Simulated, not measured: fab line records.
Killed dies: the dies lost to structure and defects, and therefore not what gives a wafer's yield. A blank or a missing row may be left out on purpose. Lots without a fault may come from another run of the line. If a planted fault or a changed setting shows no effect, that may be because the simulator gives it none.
fab line records	flow rit_cmos
[record] lots = 6	wafers = 18	last_day = 7
route steps=202 shown FOX2@24 NWELL@28 PWELL@39 WELLDRIVE@50 M1@202
lots with no fault: from the same line, run without faults
start_h: hours from the record's first day to the start of the lot's first wafer shown	wait_h: hours elapsed since this lot's preceding step	" the same as in the row above	L1.1+2: a single row standing in for several wafers	- no value present, or no start provided	* or withheld: withheld	< > ~ a bound
route shown NAME@n: a module of which the file shows steps, and the number in the route of the first	usual: mean/standard deviation of fault-free wafers	same: alike in all rows	chamber/n: place in a boat	sites: per-site readings	_std_site: the values' standard deviation	_edge_site: outer sites' mean less inner sites'	radius_mm: for every site, how far away it sits from the centre of the wafer	mask NAME#n: copy n	behind: the last tool/chamber to shape the wafer	hold: the reason the lot was held/the length of the hold in hours/how it ended	device: whichever transistor did not switch (one of n, p or np)	end of line: the tests these same wafers got at the end of their route	a step with no rows: only its recipe	killed: dies that structure and defects cost at the first sort, which is not the same as the wafer's yield	map: dies across one wafer; x = killed, . = not, _ = none there
set.NAME: setting as actually run; set.NAME@STEP: the setting as run at that earlier step	model.NAME: the simulator's own value behind a step, which no gauge read
lots seen at some steps along the route; tables by step, rows by wafer
services: from which hour (start_h, from the record's first day; less than 0 if before it) a tool's chamber was out of use, for how many hours, and why
[[steps]]
[step RIT_FOX2_THK_MEAS_01]
[recipe] reads = SiO2_of_FOX2_OXIDATION_00
[usual] FOX2_OXIDE_THK = 352/5.9
lot.wafer	tool	chamber	start_h	wait_h	FOX2_OXIDE_THK[nm]
L831.2	film_metro-01	-	35.90	0.0	355
L831.3	"	-	"	"	355
L831.5	"	-	"	"	354
L832.2	film_metro-01	-	38.49	0.0	360
L832.5	"	-	"	"	357
L832.6	"	-	"	"	356
L833.1	film_metro-03	-	44.28	0.0	351
L833.4	"	-	"	"	352
L833.6	"	-	"	"	346
L835.1	film_metro-03	-	53.72	0.0	348
L835.2	"	-	"	"	345
L835.6	"	-	"	"	343
L846.2	film_metro-04	-	108.73	0.0	362
L846.3	"	-	"	"	355
L846.6	"	-	"	"	354
L851.1	film_metro-03	-	134.76	0.0	347
L851.3	"	-	"	"	351
L851.6	"	-	"	"	346
[step RIT_FOX2_CLEAN_02]
[recipe] chemistry = dHF	dilution = 50:1	time_s = 180
[step RIT_FOX2_WET_ETCH_03]
[recipe] chemistry = H3PO4	target = Si3N4	target_depth_nm = 195	temp_c = 165	time_s = 2700
[step RIT_FOX2_THK_MEAS_90]
[recipe] reads = SiO2_of_FOX2_OXIDATION_00
[usual] FIELD_OXIDE_LEFT_1_THK = 324/5.8
lot.wafer	tool	chamber	start_h	wait_h	FIELD_OXIDE_LEFT_1_THK[nm]
L831.2	film_metro-03	-	36.78	0.0	326
L831.3	"	-	"	"	328
L831.5	"	-	"	"	326
L832.2	film_metro-04	-	39.43	0.0	332
L832.5	"	-	"	"	330
L832.6	"	-	"	"	329
L833.1	film_metro-03	-	45.15	0.0	324
L833.4	"	-	"	"	325
L833.6	"	-	"	"	319
L835.1	film_metro-03	-	54.60	0.0	320
L835.2	"	-	"	"	318
L835.6	"	-	"	"	316
L846.2	film_metro-03	-	109.61	0.0	335
L846.3	"	-	"	"	328
L846.6	"	-	"	"	327
L851.1	film_metro-01	-	135.64	0.0	320
L851.3	"	-	"	"	323
L851.6	"	-	"	"	319
[step RIT_NWELL_HMDS_00]
[recipe] prime_time_s = 60	prime_temp_c = 140
[step RIT_NWELL_COAT_01]
[recipe] resist = NOVOLAK	spin_rpm = 2000	resist_thk_nm = 1300
[step RIT_NWELL_SOFTBAKE_02]
[recipe] resist = NOVOLAK	temp_c = 90	time_s = 60
[step RIT_NWELL_EXPOSE_03]
[recipe] mask_id = M2	na = 0.57	target_cd_nm = 43900	dose_mj = 250
[step RIT_NWELL_PEB_04]
[recipe] resist = NOVOLAK	temp_c = withheld	time_s = withheld
[step RIT_NWELL_DEVELOP_05]
[recipe] resist = NOVOLAK	develop_time_s = 68	dev_temp_c = 23
[step RIT_NWELL_OVL_MEAS_06]
[usual] NWELL_OVL = 0.9/1.5
lot.wafer	tool	chamber	start_h	wait_h	NWELL_OVL[nm]
L831.2	overlay-01	-	37.85	-	3.1
L831.3	"	-	"	"	1.7
L831.5	"	-	"	"	1.8
L832.2	overlay-01	-	40.49	-	-0.2
L832.5	"	-	"	"	0.3
L832.6	"	-	"	"	-0.3
L833.1	overlay-02	-	46.22	-	0.8
L833.4	"	-	"	"	-0.4
L833.6	"	-	"	"	1.2
L835.1	overlay-02	-	55.59	-	-2.0
L835.2	"	-	"	"	-0.1
L835.6	"	-	"	"	-1.2
L846.2	overlay-02	-	110.59	-	-0.2
L846.3	"	-	"	"	-0.7
L846.6	"	-	"	"	-1.6
L851.1	overlay-02	-	136.82	-	2.7
L851.3	"	-	"	"	-0.2
L851.6	"	-	"	"	0.7
[step RIT_NWELL_HARDBAKE_07]
[recipe] resist = NOVOLAK	temp_c = 140	time_s = 120
[step RIT_NWELL_IMPLANT_08]
[recipe] species = P	energy_kev = 170	dose_cm2 = 5e+13	tilt_deg = 7
[usual] end_station_pressure_torr = 5.16e-06/2.7e-07	tilt_deg = 6.998/0.018
lot.wafer	tool	chamber	start_h	wait_h	end_station_pressure_torr	tilt_deg
L831.2	implanter-01	0	38.16	0.2	5.21e-06	6.994
L831.3	"	0	"	"	5.26e-06	6.998
L831.5	"	0	"	"	4.91e-06	7.006
L832.2	implanter-02	0	40.80	0.2	5.25e-06	7.011
L832.5	"	0	"	"	4.67e-06	6.980
L832.6	"	0	"	"	5.01e-06	7.007
L833.1	implanter-02	0	46.50	0.2	4.7e-06	6.982
L833.4	"	0	"	"	5.06e-06	6.986
L833.6	"	0	"	"	5.01e-06	7.001
L835.1	implanter-02	0	55.88	0.2	5.54e-06	6.999
L835.2	"	0	"	"	5.68e-06	7.020
L835.6	"	0	"	"	5.49e-06	6.994
L835.1	implanter-02	0	56.19	0.3	5.4e-06	7.010
L835.2	"	0	"	"	4.76e-06	7.004
L835.6	"	0	"	"	5.11e-06	7.008
L846.2	implanter-01	0	110.90	0.2	5.69e-06	7.000
L846.3	"	0	"	"	5.27e-06	7.008
L846.6	"	0	"	"	5.1e-06	6.997
L846.2	implanter-01	0	111.21	0.3	4.9e-06	6.988
L846.3	"	0	"	"	5.32e-06	6.998
L846.6	"	0	"	"	6.03e-06	6.981
L851.1	implanter-01	0	137.11	0.2	5.66e-06	7.040
L851.3	"	0	"	"	4.97e-06	6.999
L851.6	"	0	"	"	5.49e-06	7.032
[step RIT_NWELL_STRIP_09]
[recipe] chemistry = O2	time_s = 180	resist = NOVOLAK	platen_temp_c = withheld	power_w = 500	pressure_mtorr = 4000	o2_flow_sccm = 4000
[usual] drypump_motor_current_A = 5.4/0.52
lot.wafer	tool	chamber	start_h	wait_h	drypump_motor_current_A	rf_hours_counter_h
L831.2	plasma_asher-03	0	38.28	0.1	5.8	41
L831.3	"	1	"	"	4.8	-
L831.5	"	1	"	"	4.8	-
L832.2	plasma_asher-03	1	40.92	0.1	4.8	42
L832.5	"	1	"	"	4.8	-
L832.6	"	0	"	"	5.8	-
L833.1	plasma_asher-02	1	46.65	0.1	4.9	23
L833.4	"	0	"	"	6.1	-
L833.6	"	1	"	"	4.9	-
L835.1	plasma_asher-03	0	56.34	0.1	5.8	43
L835.2	"	1	"	"	4.8	43
L835.6	"	1	"	"	4.8	-
L846.2	plasma_asher-02	0	111.34	0.1	6.1	30
L846.3	"	0	"	"	6.1	-
L846.6	"	0	"	"	6.1	-
L851.1	plasma_asher-02	1	137.26	0.1	4.9	33
L851.3	"	0	"	"	6.1	-
L851.6	"	1	"	"	4.9	-
[step RIT_NWELL_TW_MEAS_10]
[usual] NWELL_TW = 2163/10
lot.wafer	tool	chamber	start_h	wait_h	NWELL_TW
L831.2	film_metro-02	-	38.47	0.1	2168
L831.3	"	-	"	"	2165
L831.5	"	-	"	"	2154
L832.2	film_metro-02	-	41.11	0.1	2159
L832.5	"	-	"	"	2161
L832.6	"	-	"	"	2172
L833.1	film_metro-04	-	46.83	0.1	2157
L833.4	"	-	"	"	2145
L833.6	"	-	"	"	2161
L835.1	film_metro-03	-	56.52	0.1	2707
L835.2	"	-	"	"	2725
L835.6	"	-	"	"	2709
L846.2	film_metro-02	-	111.52	0.1	2703
L846.3	"	-	"	"	2691
L846.6	"	-	"	"	2689
L851.1	film_metro-02	-	137.43	0.1	2166
L851.3	"	-	"	"	2166
L851.6	"	-	"	"	2161
[step RIT_PWELL_HMDS_00]
[recipe] prime_time_s = 60	prime_temp_c = 140
[step RIT_PWELL_COAT_01]
[recipe] resist = NOVOLAK	spin_rpm = 2000	resist_thk_nm = 1300
[step RIT_PWELL_SOFTBAKE_02]
[recipe] resist = NOVOLAK	temp_c = 90	time_s = 60
[step RIT_PWELL_EXPOSE_03]
[recipe] mask_id = M3	na = 0.57	target_cd_nm = 43700	dose_mj = 250
[step RIT_PWELL_PEB_04]
[recipe] resist = NOVOLAK	temp_c = withheld	time_s = withheld
[step RIT_PWELL_DEVELOP_05]
[recipe] resist = NOVOLAK	develop_time_s = 68	dev_temp_c = 23
[step RIT_PWELL_OVL_MEAS_06]
[usual] PWELL_OVL = -0.2/1.1
lot.wafer	tool	chamber	start_h	wait_h	PWELL_OVL[nm]
L831.2	overlay-01	-	39.53	-	0.3
L831.3	"	-	"	"	-0.6
L831.5	"	-	"	"	0.2
L832.2	overlay-01	-	42.04	-	1.8
L832.5	"	-	"	"	1.8
L832.6	"	-	"	"	0.9
L833.1	overlay-01	-	47.98	-	1.3
L833.4	"	-	"	"	1.2
L833.6	"	-	"	"	-0.4
L835.1	overlay-01	-	57.46	-	-0.8
L835.2	"	-	"	"	-1.7
L835.6	"	-	"	"	-1.8
L846.2	overlay-02	-	112.46	-	-0.6
L846.3	"	-	"	"	0.8
L846.6	"	-	"	"	-0.2
L851.1	overlay-02	-	138.37	-	1.3
L851.3	"	-	"	"	-0.9
L851.6	"	-	"	"	1.2
[step RIT_PWELL_HARDBAKE_07]
[recipe] resist = NOVOLAK	temp_c = 140	time_s = 120
[step RIT_PWELL_IMPLANT_08]
[recipe] species = B	energy_kev = 170	dose_cm2 = 7e+13	tilt_deg = 7
[step RIT_PWELL_STRIP_09]
[recipe] chemistry = O2	time_s = 180	resist = NOVOLAK	platen_temp_c = withheld	power_w = 500	pressure_mtorr = 4000	o2_flow_sccm = 4000
[usual] drypump_motor_current_A = 5.6/0.53
lot.wafer	tool	chamber	start_h	wait_h	drypump_motor_current_A	rf_hours_counter_h
L831.2	plasma_asher-03	1	40.13	0.1	4.8	41
L831.3	"	0	"	"	5.8	-
L831.5	"	1	"	"	4.8	-
L832.2	plasma_asher-02	0	42.47	0.1	6.1	23
L832.5	"	1	"	"	4.9	-
L832.6	"	0	"	"	6.1	-
L833.1	plasma_asher-01	1	48.41	0.1	6.2	41
L833.4	"	1	"	"	6.1	-
L833.6	"	0	"	"	5.4	-
L835.1	plasma_asher-01	0	57.89	0.1	5.4	43
L835.2	"	1	"	"	6.1	43
L835.6	"	1	"	"	6.1	-
L846.2	plasma_asher-03	0	112.89	0.1	5.8	49
L846.3	"	0	"	"	5.8	-
L846.6	"	0	"	"	5.8	-
L851.1	plasma_asher-02	1	138.81	0.1	4.9	34
L851.3	"	1	"	"	4.9	-
L851.6	"	1	"	"	4.9	-
[step RIT_PWELL_TW_MEAS_10]
[usual] PWELL_TW = 960/4.1
lot.wafer	tool	chamber	start_h	wait_h	PWELL_TW
L831.2	film_metro-02	-	40.31	0.1	961
L831.3	"	-	"	"	961
L831.5	"	-	"	"	960
L832.2	film_metro-04	-	42.66	0.1	952
L832.5	"	-	"	"	954
L832.6	"	-	"	"	960
L833.1	film_metro-03	-	48.59	0.1	970
L833.4	"	-	"	"	969
L833.6	"	-	"	"	968
L835.1	film_metro-02	-	58.07	0.1	960
L835.2	"	-	"	"	964
L835.6	"	-	"	"	959
L846.2	film_metro-04	-	113.08	0.1	955
L846.3	"	-	"	"	959
L846.6	"	-	"	"	963
L851.1	film_metro-02	-	138.99	0.1	963
L851.3	"	-	"	"	961
L851.6	"	-	"	"	955
[step RIT_WELLDRIVE_ANNEAL_00]
[recipe] temp_c = 1100	time_s = 14700	ambient = N2
[step RIT_WELLDRIVE_RS_MEAS_01]
[recipe] thk_meas_gauge = four-point-probe
[usual] NWELL_RS = 275.5/0.85
lot.wafer	tool	chamber	start_h	wait_h	NWELL_RS[ohm/sq]
L831.2	film_metro-03	-	46.89	0.0	274.9
L831.3	"	-	"	"	275.0
L831.5	"	-	"	"	275.1
L832.2	film_metro-04	-	47.81	0.0	275.8
L832.5	"	-	"	"	276.9
L832.6	"	-	"	"	275.8
L833.1	film_metro-02	-	53.73	0.0	275.7
L833.4	"	-	"	"	275.4
L833.6	"	-	"	"	275.4
L835.1	film_metro-03	-	63.45	0.0	183.6
L835.2	"	-	"	"	182.7
L835.6	"	-	"	"	183.3
L846.2	film_metro-03	-	118.23	0.0	182.3
L846.3	"	-	"	"	182.6
L846.6	"	-	"	"	182.2
L851.1	film_metro-02	-	144.13	0.0	275.0
L851.3	"	-	"	"	274.8
L851.6	"	-	"	"	276.3
[step RIT_WELLDRIVE_RS_MEAS_02]
[recipe] thk_meas_gauge = four-point-probe
[usual] PWELL_RS = 429.6/1.3
lot.wafer	tool	chamber	start_h	wait_h	PWELL_RS[ohm/sq]
L831.2	film_metro-03	-	47.01	0.1	429.1
L831.3	"	-	"	"	428.2
L831.5	"	-	"	"	429.3
L832.2	film_metro-04	-	47.93	0.1	431.7
L832.5	"	-	"	"	430.9
L832.6	"	-	"	"	431.3
L833.1	film_metro-02	-	53.85	0.1	427.5
L833.4	"	-	"	"	426.6
L833.6	"	-	"	"	426.8
L835.1	film_metro-03	-	63.57	0.1	429.5
L835.2	"	-	"	"	430.8
L835.6	"	-	"	"	429.5
L846.2	film_metro-03	-	118.35	0.1	429.3
L846.3	"	-	"	"	430.7
L846.6	"	-	"	"	429.9
L851.1	film_metro-02	-	144.25	0.1	431.0
L851.3	"	-	"	"	431.7
L851.6	"	-	"	"	430.7
[step RIT_M1_PROBE_99]
[usual] killed_at_contacts = 0.1/0.32	killed_at_front_end = 7/3	killed_dies = 7/3	killed_open = 3.4/2.2	killed_short = 3.3/1.8
[same] gross_dies = 264	killed_at_M0_to_M3 = 0	killed_at_M4_up = 0	killed_at_back_side = 0	killed_at_other = 0
lot.wafer	tool	chamber	start_h	wait_h	killed_at_contacts	killed_at_front_end	killed_dies	killed_open	killed_short
L831.2	prober-02	-	76.34	0.1	0	5	5	3	2
L831.3	prober-02	-	76.39	0.2	0	3	3	0	3
L831.5	prober-02	-	76.49	0.2	1	3	4	1	3
L832.2	prober-01	-	78.24	0.1	0	8	8	4	4
L832.5	prober-01	-	78.39	0.2	0	4	4	2	2
L832.6	prober-01	-	78.44	0.2	0	7	7	1	6
L833.1	prober-02	-	83.07	0.1	0	7	7	3	4
L833.4	prober-02	-	83.22	0.2	0	13	13	5	8
L833.6	prober-02	-	83.32	0.2	0	10	10	5	5
L835.1	prober-02	-	91.74	0.1	0	4	4	0	4
L835.2	prober-02	-	91.79	0.1	0	8	8	5	3
L835.6	prober-02	-	91.99	0.2	0	6	6	3	3
L846.2	prober-01	-	149.44	0.1	0	6	6	3	3
L846.3	prober-01	-	149.49	0.2	0	7	7	4	3
L846.6	prober-01	-	149.64	0.2	0	0	0	0	0
L851.1	prober-02	-	173.62	0.1	0	11	11	1	10
L851.3	prober-02	-	173.72	0.2	0	5	5	4	1
L851.6	prober-02	-	173.87	0.2	0	5	5	4	1
// killed by level:class
L831.2 FOX1:geometric_particle:short=1 GATE:geometric_particle:open=1 REOX:geometric_particle:short=1 SPACER:geometric_particle:open=1 SILICIDE:geometric_particle:open=1
L831.3 FOX1:geometric_particle:short=1 GATE:geometric_particle:short=1 SPACER:geometric_particle:short=1
L831.5 FOX2:geometric_particle:short=1 GATE:geometric_particle:short=1 SPACER:geometric_particle:short=1 CONTACT:geometric_particle:open=1
L832.2 SILICIDE:geometric_particle:short=2 SILICIDE:geometric_particle:open=2 FOX1:geometric_particle:open=1 FOX1:geometric_particle:short=1 GATE:geometric_particle:short=1 GATE:geometric_particle:open=1
L832.5 ACTIVE:geometric_particle:open=1 FOX2:geometric_particle:open=1 GATE:geometric_particle:short=1 REOX:geometric_particle:short=1
L832.6 SILICIDE:geometric_particle:short=3 GATE:geometric_particle:short=2 SPACER:geometric_particle:short=1 SILICIDE:geometric_particle:open=1
L833.1 FOX2:geometric_particle:open=2 FOX2:geometric_particle:short=2 GATE:geometric_particle:short=1 REOX:geometric_particle:open=1 SILICIDE:geometric_particle:short=1
L833.4 REOX:geometric_particle:open=3 REOX:geometric_particle:short=3 SILICIDE:geometric_particle:short=3 GATE:geometric_particle:short=2 FOX2:geometric_particle:open=1 SILICIDE:geometric_particle:open=1
L833.6 FOX1:geometric_particle:open=2 GATE:geometric_particle:open=2 SILICIDE:geometric_particle:short=2 FOX1:geometric_particle:short=1 FOX2:geometric_particle:open=1 REOX:geometric_particle:short=1 SPACER:geometric_particle:short=1
L835.1 FOX1:geometric_particle:short=1 GATE:geometric_particle:short=1 SPACER:geometric_particle:short=1 SILICIDE:geometric_particle:short=1
L835.2 GATE:geometric_particle:open=2 ACTIVE:geometric_particle:open=1 GATE:geometric_particle:short=1 SPACER:geometric_particle:short=1 SPACER:geometric_particle:open=1 SILICIDE:geometric_particle:open=1 SILICIDE:geometric_particle:short=1
L835.6 SPACER:geometric_particle:short=2 GATE:geometric_particle:short=1 GATE:geometric_particle:open=1 SPACER:geometric_particle:open=1 SILICIDE:geometric_particle:open=1
L846.2 FOX1:geometric_particle:open=1 GATE:geometric_particle:short=1 REOX:geometric_particle:open=1 SPACER:geometric_particle:open=1 SPACER:geometric_particle:short=1 SILICIDE:geometric_particle:short=1
L846.3 ACTIVE:geometric_particle:open=1 FOX1:geometric_particle:open=1 GATE:geometric_particle:short=1 GATE:geometric_particle:open=1 REOX:geometric_particle:short=1 REOX:geometric_particle:open=1 SILICIDE:geometric_particle:short=1
L846.6
L851.1 GATE:geometric_particle:short=4 FOX2:geometric_particle:short=2 SPACER:geometric_particle:short=2 GATE:geometric_particle:open=1 REOX:geometric_particle:short=1 SILICIDE:geometric_particle:short=1
L851.3 GATE:geometric_particle:open=3 REOX:geometric_particle:short=1 SILICIDE:geometric_particle:open=1
L851.6 GATE:geometric_particle:open=2 REOX:geometric_particle:open=1 REOX:geometric_particle:short=1 SILICIDE:geometric_particle:open=1
[[services]]
tool	chamber	start_h	hours	kind
plasma_asher-02	-	24.19	15.5	repair
implanter-02	-	49.23	3.8	pm
[[key]]
[first_sign] step = RIT_NWELL_IMPLANT_08	reading = visit	direction = added
[effect] step = RIT_NWELL_TW_MEAS_10	reading = NWELL_TW	direction = up	sigmas = 53	usual = 2163	struck = 2704
[effect] step = RIT_WELLDRIVE_RS_MEAS_01	reading = NWELL_RS	direction = down	sigmas = 99+	usual = 275.5	struck = 182.8
met_at RIT_NWELL_IMPLANT_08
struck_wafers L835.1,L835.2,L835.6,L846.2,L846.3,L846.6
tester_left_out L835,L846
[fault] kind = repeated_step_whole	tool = implanter-01,implanter-02,implanter-03	chamber = -	onset_h = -	steps = RIT_NWELL_IMPLANT_08	times = 1	scope = struck_lots_only
// tester_left_out: of these lots the tester's yield and bins aren't shown, on N5 and GAA mostly nor the transistor test; their killed dies are dies lost to structure and defects alone, not to doping, threshold or leakage, so they don't give the yield
